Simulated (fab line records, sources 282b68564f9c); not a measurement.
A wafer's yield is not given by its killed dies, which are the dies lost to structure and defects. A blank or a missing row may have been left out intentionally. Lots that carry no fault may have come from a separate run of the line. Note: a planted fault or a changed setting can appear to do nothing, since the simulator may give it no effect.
A lot that was struck, set against a sound lot -- flow rit_cmos -- 40 out of 202 route steps
Sound: the wafers L477.4, L477.5, L477.6. Struck: wafers L475.3, L475.4, L475.5. The cause is given at the end.
At each step with rows: each side's tool, then ch and its chambers, then its first start. Under that, the readings that differ: sound wafers -- struck wafers -- difference of the means -- sigmas: that difference in standard deviations of wafers without a fault.
alike: same words and numbers on both sides, and readings whose means sit less than 2 such deviations apart. not compared: any withheld reading, any reading some wafer has no value for, any bound like >300 that may hide the same value, and any number with overlapping values for which the record gives no deviation.
Wherever a step has rows on one side only, a row that says differs or no value, or a row with sigmas, the two part there. Numbers that don't overlap but have no deviation are shown without sigmas and don't part them. Lack of a reading on every wafer of one side parts them only where that side has two or more wafers.

RIT_ACTIVE_ETCH_13: etches Si3N4 in SF6, stops on SiO2, time 210 s, target depth 210 nm.
  sound on rie_diel-04 ch 1,2, day 5 19:04; struck on rie_diel-04 ch 0,1,2, day 5 11:20
reading,sound,struck,difference,sigmas
SF6_flow_sccm (sccm),198.3 199.7 198.6,200.5 199.6 200.3,+1.3,+2
  alike: chamber_pressure_mTorr, drypump_motor_current_A, oes_product_au, throttle_valve_pct
  not compared: rf_hours_counter_h
RIT_ACTIVE_STRIP_14: strips in O2, time 180 s.
  sound on plasma_asher-02 ch 0,1, day 5 19:16; struck on plasma_asher-02 ch 0,1, day 5 11:31
  alike: drypump_motor_current_A, o2_flow_sccm
  not compared: rf_hours_counter_h
RIT_ACTIVE_CD_MEAS_90: the cd target is 1400 nm.
  sound on cd_sem-02 at day 5 19:26; struck on cd_sem-02 at day 5 11:41
  alike: cd_nm
then, 4 steps without rows for these wafers: RIT_ACTIVE_CLEAN_15 (cleans in SC1, time 600 s); RIT_ACTIVE_CLEAN_16 (cleans in dHF, time 30 s); RIT_ACTIVE_CLEAN_17 (cleans in SC2, time 600 s); RIT_FOX1_OXIDATION_00 (target thk 350.7 nm, ox time 1130 s).
RIT_FOX1_THK_MEAS_01:
  sound on film_metro-04 at day 5 22:53; struck on film_metro-01 at day 5 14:15
  alike: FOX1_OXIDE_THK
then, 2 steps without rows for these wafers: RIT_FOX1_WET_ETCH_02 (etches SiO2 in BOE, target depth 350 nm, time 390 s); RIT_FOX2_OXIDATION_00 (target thk 350.7 nm, ox time 1130 s).
RIT_FOX2_THK_MEAS_01:
  sound on film_metro-04 at day 6 00:23; struck on film_metro-01 at day 5 18:19
  alike: FOX2_OXIDE_THK
then, 1 step without rows for these wafers: RIT_FOX2_CLEAN_02 (cleans in dHF, time 180 s).
RIT_FOX2_WET_ETCH_03: etches Si3N4 in H3PO4, target depth 195 nm, time 2700 s.
  sound on wet_bench-04 ch 0, day 6 00:28; struck on wet_bench-01 ch 2, day 5 18:25
  no value came back on the struck wafers for bath_guard_temp_C (C), bath_heat_duty_pct (%); on the sound wafers bath_guard_temp_C (C) reads 165.7 165.8 165.6
reading,sound,struck,difference,sigmas
model.Si3N4_of_ACTIVE_CVD_03.thk_nm (nm),0 0 0,132.2 132.7 132.8,+132.6,
model.SiO2_of_FOX2_OXIDATION_00.thk_nm (nm),331.9 326.8 328.2,334.7 346.8 343.8,+12.8,
model.SiO2_of_ACTIVE_OXIDATION_01.thk_nm (nm),40.82 41.3 41.13,48.74 48.65 48.06,+7.40,
then, 6 steps without rows for these wafers: RIT_NWELL_HMDS_00 (prime time 60 s); RIT_NWELL_COAT_01 (resist thk 1300 nm); RIT_NWELL_SOFTBAKE_02 (time 60 s); RIT_NWELL_EXPOSE_03 (exposes mask M2, target cd 43900 nm); RIT_NWELL_PEB_04; RIT_NWELL_DEVELOP_05 (develop time 68 s).
RIT_NWELL_OVL_MEAS_06:
  sound on overlay-01 at day 6 03:04; struck on overlay-01 at day 5 20:11
  alike: NWELL_OVL
then, 2 steps without rows for these wafers: RIT_NWELL_HARDBAKE_07 (time 120 s); RIT_NWELL_IMPLANT_08.
RIT_NWELL_STRIP_09: strips in O2, time 180 s.
  sound on plasma_asher-01 ch 0,1, day 6 03:32; struck on plasma_asher-01 ch 0,1, day 5 20:40
  alike: drypump_motor_current_A, o2_flow_sccm
  not compared: rf_hours_counter_h
RIT_NWELL_TW_MEAS_10:
  sound on film_metro-03 at day 6 03:41; struck on film_metro-02 at day 5 20:49
  alike: NWELL_TW
then, 6 steps without rows for these wafers: RIT_PWELL_HMDS_00 (prime time 60 s); RIT_PWELL_COAT_01 (resist thk 1300 nm); RIT_PWELL_SOFTBAKE_02 (time 60 s); RIT_PWELL_EXPOSE_03 (exposes mask M3, target cd 43700 nm); RIT_PWELL_PEB_04; RIT_PWELL_DEVELOP_05 (develop time 68 s).
RIT_PWELL_OVL_MEAS_06:
  sound on overlay-02 at day 6 04:53; struck on overlay-02 at day 5 21:44
reading,sound,struck,difference,sigmas
PWELL_OVL (nm),3.6 3.8 3.2,0.1 0.9 0.9,-2.9,-2
then, 2 steps without rows for these wafers: RIT_PWELL_HARDBAKE_07 (time 120 s); RIT_PWELL_IMPLANT_08.
RIT_PWELL_STRIP_09: strips in O2, time 180 s.
  sound on plasma_asher-02 ch 0,1, day 6 05:22; struck on plasma_asher-03 ch 0,1, day 5 22:13
  alike: drypump_motor_current_A, o2_flow_sccm
  not compared: rf_hours_counter_h
RIT_PWELL_TW_MEAS_10:
  sound on film_metro-03 at day 6 05:30; struck on film_metro-03 at day 5 22:22
  alike: PWELL_TW
then, 4 steps without rows for these wafers: RIT_WELLDRIVE_ANNEAL_00 (time 14700 s); RIT_NRETRO_HMDS_00 (prime time 60 s); RIT_NRETRO_COAT_01 (resist thk 1300 nm); RIT_NRETRO_SOFTBAKE_02 (time 60 s).
RIT_GATE_CLEAN_04: cleans in dHF, time 60 s.
  sound on wet_bench-02 ch 0, day 6 14:48; struck on wet_bench-02 ch 1, day 6 07:17
reading,sound,struck,difference,sigmas
model.SiO2_of_FOX2_OXIDATION_00.thk_nm (nm),263.2 258.4 259.7,266.4 278.7 275.4,+13.1,

## WHERE THEY PART
First at RIT_ACTIVE_ETCH_13; last, within this record, at RIT_PWELL_OVL_MEAS_06. Later steps at which nothing parts them and some readings are alike: RIT_PWELL_STRIP_09, RIT_PWELL_TW_MEAS_10.

WHY: what had been put in by the simulator
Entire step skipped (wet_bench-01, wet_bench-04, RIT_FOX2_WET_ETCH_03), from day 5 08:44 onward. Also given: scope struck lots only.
